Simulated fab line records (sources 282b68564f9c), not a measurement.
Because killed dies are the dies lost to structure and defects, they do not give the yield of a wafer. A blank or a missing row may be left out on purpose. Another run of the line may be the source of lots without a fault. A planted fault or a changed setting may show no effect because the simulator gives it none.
The tool behind it: which one? ; flow rit_cmos ; Sampling: 14 lots, 42 wafers, 2 of 202 route steps

== WHAT THE GAUGES READ, wafer by wafer ==
No reading from a measuring or inspecting step in the record can be judged against a usual standard deviation.

== EACH LOT AND THE TOOL THAT RAN IT (in order: tool; ch and the chambers of the sampled wafers; start) ==
lot;RIT_SPACER_ETCHBACK_05;RIT_M1_PROBE_99
L722;rie_diel-04 ch 0,1,2, day 3 06:29;-
L723;rie_diel-03 ch 0,2, day 3 12:31;-
L724;rie_diel-04 ch 0,2,3, day 3 18:27;prober-01, day 4 05:31
L725;rie_diel-04 ch 1,2, day 3 23:41;prober-02, day 4 11:06
L726;rie_diel-04 ch 1,2,3, day 4 09:35;-
L727;rie_diel-01 ch 0,2,3, day 4 14:50;-
L728;rie_diel-04 ch 0,2,3, day 4 17:27;-
L729;rie_diel-04 ch 0,2,3, day 4 21:20;-
L731;rie_diel-04 ch 0,3, day 5 04:32;-
L733;rie_diel-03 ch 2,3, day 5 15:02;-
L740;rie_diel-01 ch 0,2,3, day 7 01:40;-
L741;rie_diel-03 ch 0,1,3, day 7 03:10;-
L744;rie_diel-03 ch 0,2,3, day 7 18:52;prober-01, day 8 06:11
L745;rie_diel-01 ch 0,3, day 8 00:30;-
- RIT_SPACER_ETCHBACK_05: etches Si3N4 in SF6/CHF3, stops on SiO2, target depth 250 nm, time 240 s.
- RIT_M1_PROBE_99

== WHAT THE TOOLS THEMSELVES READ (means of the sampled wafers that have a number; where no wafer has one, the mark that the record gives instead) ==
RIT_SPACER_ETCHBACK_05.
lot;tool;drypump_motor_current_A (A);oes_product_au (a.u.);rf_fwd_power_W (W);run_length_s (s);throttle_valve_pct (%)
L722;rie_diel-04;5.5;0.846;249.5;268.4;10.15
L723;rie_diel-03;5.9;0.849;248.7;268.3;10.24
L724;rie_diel-04;5.7;0.846;249.0;268.1;10.18
L725;rie_diel-04;5.5;0.855;249.4;268.4;10.18
L726;rie_diel-04;5.6;0.848;249.2;268.4;10.09
L727;rie_diel-01;5.5;0.876;249.6;267.9;10.27
L728;rie_diel-04;5.7;0.838;249.0;267.8;10.17
L729;rie_diel-04;5.7;0.672;249.6;364.0;10.11
L731;rie_diel-04;5.9;0.668;248.6;363.8;10.01
L733;rie_diel-03;5.4;0.843;249.3;268.2;10.32
L740;rie_diel-01;5.6;0.869;248.5;267.9;10.27
L741;rie_diel-03;5.5;0.841;249.2;268.4;10.26
L744;rie_diel-03;5.6;0.836;249.4;268.4;10.27
L745;rie_diel-01;5.9;0.849;250.1;268.0;10.30

RIT_M1_PROBE_99.
lot;tool;killed_at_contacts;killed_at_front_end;killed_dies;killed_open;killed_short
L724;prober-01;0.0;6.0;6.0;3.7;2.3
L725;prober-02;0.0;12.7;12.7;6.0;6.7
L744;prober-01;0.3;7.7;8.0;4.7;3.3

== THE ANSWER, worked out from the rows above alone ==
Rule: the usual values come from the lots themselves. The widest of any qualifying gaps counts: lots, ordered by their means at a reading, are off when they make up no more than a third of the lots, leave a main group of 4 or more, and stand apart from it by 3 or more times the standard deviation of that group's means. A main group is skipped when, at the precision printed for the reading in the tables above, its means are all equal. Also off: a lot with no number at a reading for which 4 or more lots have one. The other lots that the step has rows for count as sound. First the gauges in route order, then the tools' own readings, where a lot's mean is used as printed above. At the first step where some lot is off, the reading lying furthest off is the one used; lots without a number count as furthest.
Off, at RIT_SPACER_ETCHBACK_05 on run_length_s: L729, L731. Mean 268.2 s and standard deviation 0.22 in the main group.
If a tool, at that step or one of the process steps before it, ran each lot that is off and ran no sound lot following the first of them, it fits. One fits: RIT_SPACER_ETCHBACK_05 on rie_diel-04. Its last sound lot is L728 (day 4 17:27), its first lot that is off L729 (day 4 21:20): a fault that began between those two fits.
The tool's own readings at RIT_SPACER_ETCHBACK_05 bear it out: on the lots that are off they differ by more than 5 times the standard deviation of the sound lots' means. oes_product_au reads 0.670 a.u. there against 0.850 a.u. on the sound lots; run_length_s reads 363.9 s there against 268.2 s on the sound lots.

== WHAT HAD BEEN PUT IN BY THE SIMULATOR ==
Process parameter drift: rie_diel-04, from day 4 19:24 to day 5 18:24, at RIT_SPACER_ETCHBACK_05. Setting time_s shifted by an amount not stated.
Shown lots that were struck: L729, L731. The rule given above showed the same thing.
